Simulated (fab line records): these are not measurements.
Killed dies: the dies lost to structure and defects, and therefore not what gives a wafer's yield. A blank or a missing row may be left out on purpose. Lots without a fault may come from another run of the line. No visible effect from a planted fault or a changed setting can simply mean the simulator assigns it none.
fab line records / flow rit_cmos
record lots=14 wafers=42 last_day=6
route steps=202 shown REOX@98 M1@202
lots with no fault: from the same line, run without faults
start_h: the number of hours between the record's first day and the start of the first shown wafer of the lot / wait_h: hours since the lot's step before / " the same as in the row above / L1.1+2: a row that stands for several wafers / - no value present, or no start provided / * or withheld: withheld / < > ~ a bound
route shown NAME@n: a module of which the file shows steps, and the number in the route of the first / usual: mean and standard deviation over wafers with no fault / same: alike in all rows / chamber/n: place in a boat / sites: readings site by site / _std_site: standard deviation of those values / _edge_site: inner sites' mean taken away from outer sites' mean / radius_mm: for every site, how far away it sits from the centre of the wafer / mask NAME#n: copy n / behind: the last tool/chamber to shape the wafer / hold: the reason the lot was held/the length of the hold in hours/how it ended / device: whichever transistor did not switch (one of n, p or np) / end of line: tests run on the same wafers once the route is complete / a step given without rows: its recipe and nothing more / killed: dies that structure and defects cost at the first sort, which is not the same as the wafer's yield / map: shows each die of a wafer: x if killed, . if not, _ if none is there
set.NAME: the setting that was run; set.NAME@STEP: the one run at that earlier step / model.NAME: the simulator's own value behind a step, which no gauge read
steps of the route over a sample of lots; a table a step, a row a wafer
services: the hour from which a tool's chamber was out of use, counted from the record's first day as start_h (under 0 if before that day), plus the number of hours and why
## steps
# step RIT_REOX_CLEAN_00
# recipe chemistry=SC1 mix=3:3:50 time_s=600 temp_c=75
# usual bath_guard_temp_C=75.0/0.6 bath_heat_duty_pct=17.0/1.7 temp_c=74.99/0.12
lot.wafer=L624.1 tool=wet_bench-02 chamber=1 start_h=41.17 wait_h=0.1 bath_guard_temp_C=75.2 bath_heat_duty_pct=17.9 temp_c=74.84
lot.wafer=L624.3 tool=wet_bench-02 chamber=1 start_h=41.17 wait_h=0.1 bath_guard_temp_C=75.0 bath_heat_duty_pct=19.2 temp_c=75.02
lot.wafer=L624.5 tool=wet_bench-02 chamber=1 start_h=41.17 wait_h=0.1 bath_guard_temp_C=75.3 bath_heat_duty_pct=18.2 temp_c=74.96
lot.wafer=L625.1 tool=wet_bench-02 chamber=0 start_h=41.90 wait_h=0.1 bath_guard_temp_C=75.7 bath_heat_duty_pct=16.0 temp_c=75.04
lot.wafer=L625.2 tool=wet_bench-02 chamber=0 start_h=41.90 wait_h=0.1 bath_guard_temp_C=76.0 bath_heat_duty_pct=16.8 temp_c=74.98
lot.wafer=L625.4 tool=wet_bench-02 chamber=0 start_h=41.90 wait_h=0.1 bath_guard_temp_C=75.6 bath_heat_duty_pct=17.1 temp_c=74.92
lot.wafer=L626.2 tool=wet_bench-01 chamber=2 start_h=52.45 wait_h=0.1 bath_guard_temp_C=73.9 bath_heat_duty_pct=17.8 temp_c=74.92
lot.wafer=L626.3 tool=wet_bench-01 chamber=2 start_h=52.45 wait_h=0.1 bath_guard_temp_C=74.3 bath_heat_duty_pct=19.0 temp_c=74.81
lot.wafer=L626.5 tool=wet_bench-01 chamber=2 start_h=52.45 wait_h=0.1 bath_guard_temp_C=74.1 bath_heat_duty_pct=20.7 temp_c=74.83
lot.wafer=L627.1 tool=wet_bench-02 chamber=0 start_h=54.01 wait_h=0.1 bath_guard_temp_C=75.3 bath_heat_duty_pct=16.0 temp_c=75.00
lot.wafer=L627.4 tool=wet_bench-02 chamber=0 start_h=54.01 wait_h=0.1 bath_guard_temp_C=75.8 bath_heat_duty_pct=17.0 temp_c=75.01
lot.wafer=L627.6 tool=wet_bench-02 chamber=0 start_h=54.01 wait_h=0.1 bath_guard_temp_C=75.9 bath_heat_duty_pct=18.0 temp_c=75.05
lot.wafer=L628.1 tool=wet_bench-01 chamber=0 start_h=58.28 wait_h=0.1 bath_guard_temp_C=75.1 bath_heat_duty_pct=17.0 temp_c=74.99
lot.wafer=L628.2 tool=wet_bench-01 chamber=0 start_h=58.28 wait_h=0.1 bath_guard_temp_C=75.0 bath_heat_duty_pct=16.3 temp_c=75.04
lot.wafer=L628.6 tool=wet_bench-01 chamber=0 start_h=58.28 wait_h=0.1 bath_guard_temp_C=75.2 bath_heat_duty_pct=17.0 temp_c=75.16
lot.wafer=L629.1 tool=wet_bench-04 chamber=3 start_h=65.99 wait_h=0.1 bath_guard_temp_C=74.5 bath_heat_duty_pct=16.6 temp_c=74.89
lot.wafer=L629.2 tool=wet_bench-04 chamber=3 start_h=65.99 wait_h=0.1 bath_guard_temp_C=75.0 bath_heat_duty_pct=18.4 temp_c=74.74
lot.wafer=L629.5 tool=wet_bench-04 chamber=3 start_h=65.99 wait_h=0.1 bath_guard_temp_C=74.5 bath_heat_duty_pct=18.6 temp_c=74.91
lot.wafer=L630.1 tool=wet_bench-01 chamber=2 start_h=67.69 wait_h=0.1 bath_guard_temp_C=73.8 bath_heat_duty_pct=19.6 temp_c=75.04
lot.wafer=L630.3 tool=wet_bench-01 chamber=2 start_h=67.69 wait_h=0.1 bath_guard_temp_C=74.2 bath_heat_duty_pct=20.0 temp_c=75.17
lot.wafer=L630.5 tool=wet_bench-01 chamber=2 start_h=67.69 wait_h=0.1 bath_guard_temp_C=74.2 bath_heat_duty_pct=19.3 temp_c=74.99
lot.wafer=L631.2 tool=wet_bench-04 chamber=1 start_h=73.42 wait_h=0.1 bath_guard_temp_C=75.2 bath_heat_duty_pct=15.2 temp_c=75.07
lot.wafer=L631.5 tool=wet_bench-04 chamber=1 start_h=73.42 wait_h=0.1 bath_guard_temp_C=74.6 bath_heat_duty_pct=14.8 temp_c=75.05
lot.wafer=L631.6 tool=wet_bench-04 chamber=1 start_h=73.42 wait_h=0.1 bath_guard_temp_C=74.8 bath_heat_duty_pct=15.7 temp_c=75.16
lot.wafer=L632.1 tool=wet_bench-04 chamber=0 start_h=79.78 wait_h=0.1 bath_guard_temp_C=75.2 bath_heat_duty_pct=15.2 temp_c=74.91
lot.wafer=L632.4 tool=wet_bench-04 chamber=0 start_h=79.78 wait_h=0.1 bath_guard_temp_C=75.1 bath_heat_duty_pct=16.6 temp_c=74.97
lot.wafer=L632.5 tool=wet_bench-04 chamber=0 start_h=79.78 wait_h=0.1 bath_guard_temp_C=75.3 bath_heat_duty_pct=16.4 temp_c=75.01
lot.wafer=L633.3 tool=wet_bench-01 chamber=2 start_h=82.63 wait_h=0.1 bath_guard_temp_C=73.8 bath_heat_duty_pct=20.7 temp_c=75.18
lot.wafer=L633.4 tool=wet_bench-01 chamber=2 start_h=82.63 wait_h=0.1 bath_guard_temp_C=74.0 bath_heat_duty_pct=20.1 temp_c=74.91
lot.wafer=L633.6 tool=wet_bench-01 chamber=2 start_h=82.63 wait_h=0.1 bath_guard_temp_C=73.8 bath_heat_duty_pct=19.3 temp_c=74.99
lot.wafer=L634.2 tool=wet_bench-04 chamber=1 start_h=86.89 wait_h=0.1 bath_guard_temp_C=75.0 bath_heat_duty_pct=15.0 temp_c=74.87
lot.wafer=L634.4 tool=wet_bench-04 chamber=1 start_h=86.89 wait_h=0.1 bath_guard_temp_C=74.7 bath_heat_duty_pct=15.7 temp_c=74.82
lot.wafer=L634.6 tool=wet_bench-04 chamber=1 start_h=86.89 wait_h=0.1 bath_guard_temp_C=74.6 bath_heat_duty_pct=17.0 temp_c=74.80
lot.wafer=L635.3 tool=wet_bench-04 chamber=1 start_h=94.49 wait_h=0.1 bath_guard_temp_C=75.4 bath_heat_duty_pct=15.9 temp_c=74.88
lot.wafer=L635.5 tool=wet_bench-04 chamber=1 start_h=94.49 wait_h=0.1 bath_guard_temp_C=74.9 bath_heat_duty_pct=15.8 temp_c=75.00
lot.wafer=L635.6 tool=wet_bench-04 chamber=1 start_h=94.49 wait_h=0.1 bath_guard_temp_C=75.4 bath_heat_duty_pct=15.2 temp_c=74.71
lot.wafer=L638.3 tool=wet_bench-02 chamber=0 start_h=108.54 wait_h=0.1 bath_guard_temp_C=78.4 bath_heat_duty_pct=19.1 temp_c=77.74
lot.wafer=L638.4 tool=wet_bench-02 chamber=0 start_h=108.54 wait_h=0.1 bath_guard_temp_C=78.2 bath_heat_duty_pct=18.7 temp_c=77.88
lot.wafer=L638.6 tool=wet_bench-02 chamber=0 start_h=108.54 wait_h=0.1 bath_guard_temp_C=78.4 bath_heat_duty_pct=17.9 temp_c=78.00
lot.wafer=L641.3 tool=wet_bench-02 chamber=1 start_h=121.26 wait_h=0.1 bath_guard_temp_C=78.3 bath_heat_duty_pct=18.5 temp_c=77.76
lot.wafer=L641.4 tool=wet_bench-02 chamber=1 start_h=121.26 wait_h=0.1 bath_guard_temp_C=78.4 bath_heat_duty_pct=20.9 temp_c=77.70
lot.wafer=L641.5 tool=wet_bench-02 chamber=1 start_h=121.26 wait_h=0.1 bath_guard_temp_C=78.3 bath_heat_duty_pct=18.5 temp_c=77.75
# step RIT_M1_PROBE_99
# usual killed_at_contacts=0.1/0.31 killed_at_front_end=7/3.2 killed_dies=7/3.2 killed_open=3.6/2.1 killed_short=3.5/2.1
# same gross_dies=264 killed_at_M0_to_M3=0 killed_at_M4_up=0 killed_at_back_side=0 killed_at_other=0
lot.wafer=L628.1 tool=prober-02 chamber=- start_h=77.95 wait_h=0.1 killed_at_contacts=0 killed_at_front_end=11 killed_dies=11 killed_open=7 killed_short=4
lot.wafer=L628.2 tool=prober-02 chamber=- start_h=78.00 wait_h=0.1 killed_at_contacts=0 killed_at_front_end=5 killed_dies=5 killed_open=2 killed_short=3
lot.wafer=L628.6 tool=prober-02 chamber=- start_h=78.20 wait_h=0.2 killed_at_contacts=0 killed_at_front_end=6 killed_dies=6 killed_open=2 killed_short=4
lot.wafer=L630.1 tool=prober-02 chamber=- start_h=88.82 wait_h=0.1 killed_at_contacts=0 killed_at_front_end=6 killed_dies=6 killed_open=2 killed_short=4
lot.wafer=L630.3 tool=prober-02 chamber=- start_h=88.92 wait_h=0.2 killed_at_contacts=0 killed_at_front_end=3 killed_dies=3 killed_open=1 killed_short=2
lot.wafer=L630.5 tool=prober-02 chamber=- start_h=89.02 wait_h=0.2 killed_at_contacts=0 killed_at_front_end=3 killed_dies=3 killed_open=2 killed_short=1
lot.wafer=L631.2 tool=prober-01 chamber=- start_h=92.93 wait_h=0.1 killed_at_contacts=0 killed_at_front_end=9 killed_dies=9 killed_open=5 killed_short=4
lot.wafer=L631.5 tool=prober-01 chamber=- start_h=93.08 wait_h=0.2 killed_at_contacts=0 killed_at_front_end=7 killed_dies=7 killed_open=4 killed_short=3
lot.wafer=L631.6 tool=prober-01 chamber=- start_h=93.13 wait_h=0.2 killed_at_contacts=0 killed_at_front_end=5 killed_dies=5 killed_open=2 killed_short=3
lot.wafer=L632.1 tool=prober-02 chamber=- start_h=99.54 wait_h=0.1 killed_at_contacts=0 killed_at_front_end=7 killed_dies=7 killed_open=4 killed_short=3
lot.wafer=L632.4 tool=prober-02 chamber=- start_h=99.69 wait_h=0.2 killed_at_contacts=0 killed_at_front_end=5 killed_dies=5 killed_open=5 killed_short=0
lot.wafer=L632.5 tool=prober-02 chamber=- start_h=99.74 wait_h=0.2 killed_at_contacts=0 killed_at_front_end=20 killed_dies=20 killed_open=11 killed_short=9
lot.wafer=L633.3 tool=prober-01 chamber=- start_h=103.14 wait_h=0.2 killed_at_contacts=0 killed_at_front_end=5 killed_dies=5 killed_open=2 killed_short=3
lot.wafer=L633.4 tool=prober-01 chamber=- start_h=103.19 wait_h=0.2 killed_at_contacts=0 killed_at_front_end=10 killed_dies=10 killed_open=8 killed_short=2
lot.wafer=L633.6 tool=prober-01 chamber=- start_h=103.29 wait_h=0.2 killed_at_contacts=0 killed_at_front_end=7 killed_dies=7 killed_open=4 killed_short=3
# killed by level:class
L628.1 SPACER:geometric_particle:open=4 REOX:geometric_particle:open=2 SPACER:geometric_particle:short=2 SILICIDE:geometric_particle:short=2 GATE:geometric_particle:open=1
L628.2 SILICIDE:geometric_particle:short=2 FOX1:geometric_particle:open=1 GATE:geometric_particle:short=1 SPACER:geometric_particle:open=1
L628.6 REOX:geometric_particle:open=2 SILICIDE:geometric_particle:short=2 REOX:geometric_particle:short=1 SPACER:geometric_particle:short=1
L630.1 GATE:geometric_particle:short=2 SILICIDE:geometric_particle:short=2 SPACER:geometric_particle:open=1 SILICIDE:geometric_particle:open=1
L630.3 FOX1:geometric_particle:short=1 GATE:geometric_particle:short=1 SPACER:geometric_particle:open=1
L630.5 FOX1:geometric_particle:short=1 GATE:geometric_particle:open=1 REOX:geometric_particle:open=1
L631.2 GATE:geometric_particle:open=2 SILICIDE:geometric_particle:open=2 FOX1:geometric_particle:open=1 FOX2:geometric_particle:short=1 GATE:geometric_particle:short=1 REOX:geometric_particle:short=1 SPACER:geometric_particle:short=1
L631.5 GATE:geometric_particle:open=3 REOX:geometric_particle:short=2 GATE:geometric_particle:short=1 REOX:geometric_particle:open=1
L631.6 REOX:geometric_particle:short=2 GATE:geometric_particle:open=1 REOX:geometric_particle:open=1 SILICIDE:geometric_particle:short=1
L632.1 GATE:geometric_particle:open=3 SPACER:geometric_particle:short=2 FOX2:geometric_particle:short=1 REOX:geometric_particle:open=1
L632.4 SPACER:geometric_particle:open=4 REOX:geometric_particle:open=1
L632.5 FOX2:geometric_particle:open=4 GATE:geometric_particle:short=4 GATE:geometric_particle:open=3 SPACER:geometric_particle:short=3 SPACER:geometric_particle:open=2 SILICIDE:geometric_particle:open=2 FOX2:geometric_particle:short=1 REOX:geometric_particle:short=1
L633.3 GATE:geometric_particle:short=2 FOX1:geometric_particle:open=1 REOX:geometric_particle:open=1 REOX:geometric_particle:short=1
L633.4 GATE:geometric_particle:open=6 REOX:geometric_particle:short=2 FOX2:geometric_particle:open=1 REOX:geometric_particle:open=1
L633.6 REOX:geometric_particle:open=3 GATE:geometric_particle:short=1 GATE:geometric_particle:open=1 REOX:geometric_particle:short=1 SILICIDE:geometric_particle:short=1
## services
tool=wet_bench-04 chamber=- start_h=114.28 hours=4.6 kind=repair
## key
first_sign step=RIT_REOX_CLEAN_00 reading=temp_c direction=up sigmas=23 usual=* struck=*
effect step=RIT_REOX_CLEAN_00 reading=bath_guard_temp_C direction=up sigmas=5.6 usual=* struck=*
met_at RIT_REOX_CLEAN_00
struck_lots L638,L641
tester_left_out L638,L641
onset_between 54.01 108.54
fault kind=process_parameter_drift tool=wet_bench-02 chamber=- onset_h=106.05 steps=RIT_REOX_CLEAN_00 channel=temp_c offset=* shape=step end_h=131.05 acts_in=* stated=*
# tester_left_out: of these lots the tester's yield and bins aren't shown, on N5 and GAA mostly nor the transistor test; their killed dies are dies lost to structure and defects alone, not to doping, threshold or leakage, so they don't give the yield
